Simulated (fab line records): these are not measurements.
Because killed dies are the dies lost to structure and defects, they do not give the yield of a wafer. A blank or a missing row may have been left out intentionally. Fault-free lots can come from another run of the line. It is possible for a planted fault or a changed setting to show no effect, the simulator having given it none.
What tool caused it? || flow rit-cmos || Sampling: 6 lots, 18 wafers, 2 of 202 route steps

== WHAT EACH GAUGE READ, for each wafer ==
RIT_PSD_TW_MEAS_10.
{"lot": "L476", "measured": "day 3 06:57", "on": "film-metro-04", "PSD_TW": "3455 3473 3439"}
{"lot": "L478", "measured": "day 3 16:05", "on": "film-metro-04", "PSD_TW": "3442 3449 3439"}
{"lot": "L480", "measured": "day 4 05:25", "on": "film-metro-03", "PSD_TW": "3438 3437 3438"}
{"lot": "L482", "measured": "day 4 12:19", "on": "film-metro-02", "PSD_TW": "3704 3715 3699"}
{"lot": "L484", "measured": "day 5 03:52", "on": "film-metro-02", "PSD_TW": "3672 3661 3653"}
{"lot": "L494", "measured": "day 7 02:40", "on": "film-metro-04", "PSD_TW": "3413 3411 3428"}

== WHAT TOOL EACH LOT RAN ON (gives the tool, then ch and the chambers of the sampled wafers, and finally the start) ==
{"lot": "L476", "RIT_PSD_IMPLANT_08": "implanter-02 ch 0, day 3 06:37"}
{"lot": "L478", "RIT_PSD_IMPLANT_08": "implanter-02 ch 0, day 3 15:46"}
{"lot": "L480", "RIT_PSD_IMPLANT_08": "implanter-01 ch 0, day 4 05:07"}
{"lot": "L482", "RIT_PSD_IMPLANT_08": "implanter-01 ch 0, day 4 11:59"}
{"lot": "L484", "RIT_PSD_IMPLANT_08": "implanter-01 ch 0, day 5 03:33"}
{"lot": "L494", "RIT_PSD_IMPLANT_08": "implanter-04 ch 0, day 7 02:22"}
- RIT_PSD_IMPLANT_08

== THE ANSWER, worked out from the rows above alone ==
Rule: the usual values come from the lots themselves. The widest of any qualifying gaps counts: lots, ordered by their means at a reading, are off when they make up no more than a third of the lots, leave a main group of 4 or more, and stand apart from it by 3 or more times the standard deviation of that group's means. The tables above print the reading to a certain number of digits; a main group whose means all agree to those digits is not used. Also off: a lot with no number at a reading for which 4 or more lots have one. Where the step has rows for the other lots, those lots are counted as sound.
Off: L482, L484, seen at RIT_PSD_TW_MEAS_10 (PSD_TW). Main group: mean 3438, sd 14.
A tool fits if, at a process step before that reading, it ran every lot that is off, and no sound lot after the first of them. Gauges at RIT_PSD_TW_MEAS_10: tried the same way as those tools. Undecided on this evidence; 2 tools fit (implanter-01 at RIT_PSD_IMPLANT_08, film-metro-02 at RIT_PSD_TW_MEAS_10).

== WHAT WAS PUT IN BY THE SIMULATOR ==
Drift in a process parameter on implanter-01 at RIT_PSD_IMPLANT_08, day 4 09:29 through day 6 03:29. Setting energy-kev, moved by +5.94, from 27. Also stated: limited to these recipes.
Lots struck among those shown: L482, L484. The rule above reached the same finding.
